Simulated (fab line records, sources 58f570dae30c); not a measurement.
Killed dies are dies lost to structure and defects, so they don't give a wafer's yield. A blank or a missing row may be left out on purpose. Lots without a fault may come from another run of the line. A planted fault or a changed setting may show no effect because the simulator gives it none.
Which tool did it? | flow berkeley_cmos170 | 14 lots, 42 wafers sampled, at 5 steps of a route of 331

WHAT THE GAUGES READ, wafer by wafer
UCB170_PVT_OVL_MEAS_06. Usual: PVT_OVL 2 nm, standard deviation 4.9.
lot  | measured     | on         | PVT_OVL (nm) | flag
L577 | day 5 19:45  | overlay-01 | 11 4 -2      |
L579 | day 6 02:35  | overlay-01 | -2 3 -11     |
L582 | day 6 11:59  | overlay-01 | -4 4 1       |
L581 | day 6 12:12  | overlay-02 | 1 12 7       |
L583 | day 7 00:39  | overlay-01 | -1 -3 3      |
L587 | day 8 08:32  | overlay-02 | 9 -1 2       |
L588 | day 8 08:29  | overlay-01 | 3 -3 3       |
L590 | day 8 15:57  | overlay-02 | -6 -9 2      |
L595 | day 9 11:34  | overlay-01 | 8 0 8        |
L596 | day 10 02:40 | overlay-01 | 4 -2 -3      |
L599 | day 10 12:46 | overlay-01 | 3 0 3        |
L600 | day 10 23:53 | overlay-02 | 3 6 1        |

UCB170_V2_BOW_MEAS_03. Usual: V2_BOW 36 um, standard deviation 7.7.
lot  | measured     | on            | V2_BOW (um) | flag
L577 | day 7 21:05  | film_metro-01 | 38 32 37    |
L579 | day 8 01:30  | film_metro-04 | 49 52 40    |
L582 | day 8 23:31  | film_metro-01 | 25 25 37    |
L581 | day 8 23:24  | film_metro-02 | 40 38 35    |
L583 | day 9 01:32  | film_metro-04 | 44 39 35    |
L587 | day 10 09:35 | film_metro-04 | 36 38 41    |
L588 | day 10 09:58 | film_metro-04 | 27 49 43    |
L590 | day 10 13:24 | film_metro-04 | 29 34 32    |
L595 | day 11 19:59 | film_metro-01 | 26 47 22    |
L596 | day 12 02:49 | film_metro-02 | 28 34 48    |
L599 | day 12 06:26 | film_metro-02 | 46 44 32    |
L600 | day 13 06:17 | film_metro-01 | 35 45 47    |

UCB170_V2_CD_MEAS_12: target cd 700 nm. Usual: cd_nm 699.5 nm, standard deviation 1.3.
lot  | measured     | on        | cd_nm (nm)        | flag
L577 | day 7 22:41  | cd_sem-01 | 697.4 697.1 698.8 |
L579 | day 8 02:51  | cd_sem-01 | 700.3 699.4 699.1 |
L582 | day 9 01:48  | cd_sem-02 | 701.7 701.7 700.1 |
L581 | day 9 00:58  | cd_sem-02 | 701.1 701.2 700.7 |
L583 | day 9 03:10  | cd_sem-02 | 701.6 699.5 699.7 |
L587 | day 10 11:15 | cd_sem-02 | 698.9 699.1 698.9 |
L588 | day 10 11:32 | cd_sem-01 | 701.4 701.8 701.7 |
L590 | day 10 15:35 | cd_sem-02 | 699.0 699.3 699.9 |
L595 | day 11 22:04 | cd_sem-01 | 699.4 699.9 700.3 |
L596 | day 12 04:14 | cd_sem-02 | 698.4 698.5 699.5 |
L599 | day 12 08:34 | cd_sem-02 | 697.8 697.7 697.5 |
L600 | day 13 08:11 | cd_sem-01 | 701.2 698.9 698.7 |

WHICH TOOL RAN EACH LOT (tool, then ch and the chambers of the sampled wafers, then the start)
lot  | UCB170_PWELL_ETCH_14              | UCB170_PWELL_STRIP_16
L577 | rie_diel-04 ch 0,2, day 2 20:43   | plasma_asher-01 ch 0,1, day 2 21:01
L579 | rie_diel-01 ch 1,2,3, day 3 12:56 | plasma_asher-01 ch 0,1, day 3 13:13
L582 | rie_diel-04 ch 1,2,3, day 3 21:38 | plasma_asher-03 ch 0,1, day 3 21:53
L581 | rie_diel-01 ch 0,1, day 3 21:51   | plasma_asher-01 ch 0,1, day 3 22:06
L583 | rie_diel-01 ch 0,1,2, day 3 23:55 | plasma_asher-04 ch 0,1, day 4 00:10
L587 | rie_diel-04 ch 0,2,3, day 5 10:09 | plasma_asher-01 ch 0,1, day 5 10:25
L588 | rie_diel-03 ch 0,1,2, day 5 10:24 | plasma_asher-03 ch 0,1, day 5 10:39
L590 | rie_diel-03 ch 1,2,3, day 5 23:11 | plasma_asher-03 ch 0,1, day 5 23:26
L593 | rie_diel-03 ch 0,1,2, day 6 06:10 | plasma_asher-04 ch 0,1, day 6 06:28
L591 | rie_diel-04 ch 0,1,2, day 6 06:19 | plasma_asher-03 ch 0,1, day 6 06:34
L595 | rie_diel-01 ch 0,1,2, day 6 19:28 | plasma_asher-01 ch 0,1, day 6 19:43
L596 | rie_diel-03 ch 0,1,3, day 7 01:25 | plasma_asher-01 ch 0,1, day 7 01:40
L599 | rie_diel-03 ch 1,2,3, day 7 18:06 | plasma_asher-01 ch 0,1, day 7 18:21
L600 | rie_diel-04 ch 1,2,3, day 8 02:03 | plasma_asher-03 ch 0,1, day 8 02:18
- UCB170_PWELL_ETCH_14: etches Si3N4 in CH3F/Ar/O2, stops on SiO2, target depth 242 nm, time 151 s.
- UCB170_PWELL_STRIP_16: strips in O2.

WHAT THE TOOLS THEMSELVES READ (means of the sampled wafers that have a number; where no wafer has one, the mark that the record gives instead)
UCB170_PWELL_ETCH_14. Usual: CH3F_flow_sccm 20.00 sccm, standard deviation 0.061; O2_flow_sccm 7.003 sccm, standard deviation 0.02; drypump_motor_current_A 5.8 A, standard deviation 0.37; mfc_ar_sccm 50.00 sccm, standard deviation 0.15; oes_product_au 0.940 a.u., standard deviation 0.014; throttle_valve_pct 8.00 %, standard deviation 0.12.
lot  | tool        | CH3F_flow_sccm (sccm) | O2_flow_sccm (sccm) | drypump_motor_current_A (A) | mfc_ar_sccm (sccm) | oes_product_au (a.u.) | throttle_valve_pct (%) | flag
L577 | rie_diel-04 | 20.04                 | 6.996               | 5.5                         | 50.06              | 0.915                 | 8.17                   |
L579 | rie_diel-01 | 20.01                 | 7.018               | 5.9                         | 50.10              | 0.943                 | 7.93                   |
L582 | rie_diel-04 | 19.97                 | 6.985               | 5.9                         | 49.79              | 0.933                 | 8.09                   |
L581 | rie_diel-01 | 20.01                 | 7.001               | 6.2                         | 49.87              | 0.946                 | 7.92                   |
L583 | rie_diel-01 | 20.02                 | 6.994               | 5.9                         | 49.89              | 0.954                 | 7.94                   |
L587 | rie_diel-04 | 19.97                 | 6.995               | 5.5                         | 50.13              | 0.929                 | 8.12                   |
L588 | rie_diel-03 | 19.99                 | 7.012               | 5.6                         | 50.17              | 0.952                 | 7.99                   |
L590 | rie_diel-03 | 20.03                 | 7.006               | 5.6                         | 50.02              | 0.939                 | 7.93                   |
L593 | rie_diel-03 | -                     | -                   | -                           | -                  | -                     | -                      | OFF
L591 | rie_diel-04 | -                     | -                   | -                           | -                  | -                     | -                      | OFF
L595 | rie_diel-01 | 20.04                 | 6.999               | 5.9                         | 50.00              | 0.947                 | 7.94                   |
L596 | rie_diel-03 | 19.96                 | 7.000               | 5.8                         | 49.91              | 0.939                 | 7.95                   |
L599 | rie_diel-03 | 20.05                 | 7.012               | 5.7                         | 49.93              | 0.947                 | 7.94                   |
L600 | rie_diel-04 | 20.01                 | 6.987               | 5.9                         | 50.05              | 0.933                 | 8.09                   |

UCB170_PWELL_STRIP_16. Usual: drypump_motor_current_A 6.0 A, standard deviation 0.38; oes_product_au 0.721 a.u., standard deviation 0.0044; strip_time_to_endpoint_s 18.10 s, standard deviation 0.083.
lot  | tool            | drypump_motor_current_A (A) | oes_product_au (a.u.) | strip_time_to_endpoint_s (s) | flag
L577 | plasma_asher-01 | 6.2                         | 0.724                 | 18.17                        |
L579 | plasma_asher-01 | 6.2                         | 0.718                 | 18.02                        |
L582 | plasma_asher-03 | 6.0                         | 0.722                 | 18.12                        |
L581 | plasma_asher-01 | 6.3                         | 0.725                 | 18.14                        |
L583 | plasma_asher-04 | 5.7                         | 0.717                 | 17.98                        |
L587 | plasma_asher-01 | 6.2                         | 0.721                 | 18.10                        |
L588 | plasma_asher-03 | 6.0                         | 0.717                 | 18.12                        |
L590 | plasma_asher-03 | 6.0                         | 0.722                 | 18.12                        |
L593 | plasma_asher-04 | 5.7                         | 0.734                 | 21.67                        | OFF
L591 | plasma_asher-03 | 5.8                         | 0.737                 | 21.67                        | OFF
L595 | plasma_asher-01 | 6.2                         | 0.721                 | 18.11                        |
L596 | plasma_asher-01 | 6.2                         | 0.721                 | 18.02                        |
L599 | plasma_asher-01 | 6.3                         | 0.722                 | 18.20                        |
L600 | plasma_asher-03 | 5.8                         | 0.721                 | 18.00                        |

THE ANSWER, worked out from the rows above alone
Rule: a lot is off if the mean of its wafers that have a number lies more than 3 standard deviations from the usual mean. A lot without any number at a reading at which 4 lots or more have one is off too. The other lots that the step has rows for count as sound. The gauges are gone through in route order, then the tools' own readings, and for those a lot's mean is taken as printed above. The first step at which some lot is off is used, and at that step the reading that is off furthest; a lot without a number counts as furthest.
Off: L593, L591, at UCB170_PWELL_ETCH_14 (CH3F_flow_sccm). Without a number there: L593, L591.
A tool fits if, at that step or a process step before it, it ran every lot that is off, and no sound lot after the first of them. None of those tried fits.

WHAT THE SIMULATOR HAD PUT IN
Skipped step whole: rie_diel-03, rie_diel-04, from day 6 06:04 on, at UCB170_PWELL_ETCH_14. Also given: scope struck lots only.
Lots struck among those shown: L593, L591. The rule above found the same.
